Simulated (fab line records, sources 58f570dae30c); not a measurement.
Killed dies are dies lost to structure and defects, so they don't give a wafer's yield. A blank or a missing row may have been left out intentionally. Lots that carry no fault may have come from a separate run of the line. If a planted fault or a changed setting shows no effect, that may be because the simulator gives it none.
Which tool did it? -- flow berkeley cmos170 -- Sampling: 13 lots, 39 wafers, 2 of 331 route steps

## WHAT THE GAUGES READ, wafer by wafer
UCB170_FIELD_THK_MEAS_91.
lot,measured,on,FIELD_OXIDE_LEFT_2_THK (nm)
L519,day 6 13:38,film metro-01,350 350 341
L523,day 7 03:01,film metro-03,353 357 350
L521,day 7 03:07,film metro-02,364 351 364
L520,day 7 04:04,film metro-02,367 366 361
L526,day 7 20:00,film metro-03,364 357 352
L527,day 7 20:32,film metro-03,362 362 363
L525,day 7 20:49,film metro-02,375 369 363
L524,day 7 21:33,film metro-03,354 365 359
L536,day 10 05:34,film metro-03,362 361 369
L538,day 10 16:51,film metro-01,336 338 340
L537,day 10 16:59,film metro-03,346 349 344
L539,day 10 20:18,film metro-02,363 351 354
L542,day 11 03:04,film metro-03,356 344 340

UCB170_PLDD_OVL_MEAS_07.
lot,measured,on,PLDD_OVL (nm)
L519,day 7 05:27,overlay-01,12 5 5
L523,day 7 21:55,overlay-01,6 2 -3
L521,day 7 22:05,overlay-01,4 5 10
L520,day 7 21:52,overlay-02,-9 4 -2
L526,day 8 13:20,overlay-02,7 6 4
L527,day 8 14:04,overlay-02,1 -3 -6
L525,day 8 13:47,overlay-01,-3 -7 3
L524,day 8 13:31,overlay-01,10 13 2
L536,day 10 20:29,overlay-02,7 14 7
L538,day 11 10:40,overlay-02,10 7 5
L537,day 11 10:55,overlay-01,-2 -2 -2
L539,day 11 11:10,overlay-02,6 3 -11
L542,day 11 19:09,overlay-02,9 2 0

## WHAT TOOL EACH LOT RAN ON (gives the tool, then ch and the chambers of the sampled wafers, and finally the start)
The record holds no process step before these readings.

## WHAT THE TOOLS THEMSELVES READ (means of the sampled wafers that have a number; where no wafer has one, the mark that the record gives instead)
The record holds no such reading with a usual standard deviation.

## THE ANSWER, worked out from the rows above alone
Rule: the lots themselves supply what counts as usual. The widest of any qualifying gaps counts: lots, ordered by their means at a reading, are off when they make up no more than a third of the lots, leave a main group of 4 or more, and stand apart from it by 3 or more times the standard deviation of that group's means. A main group is skipped when, at the precision printed for the reading in the tables above, its means are all equal. Also off: a lot with no number at a reading for which 4 or more lots have one. Any other lot the step has rows for is counted as sound. Order of review: gauges by route order, followed by the tools' own readings, for which a lot's mean as printed above is used. The first step at which some lot is off is used, and at that step the reading that is off furthest; a lot without a number counts as furthest.
Nothing can be told from this: no lot is off at any reading shown.

## WHAT THE SIMULATOR HAD INSERTED
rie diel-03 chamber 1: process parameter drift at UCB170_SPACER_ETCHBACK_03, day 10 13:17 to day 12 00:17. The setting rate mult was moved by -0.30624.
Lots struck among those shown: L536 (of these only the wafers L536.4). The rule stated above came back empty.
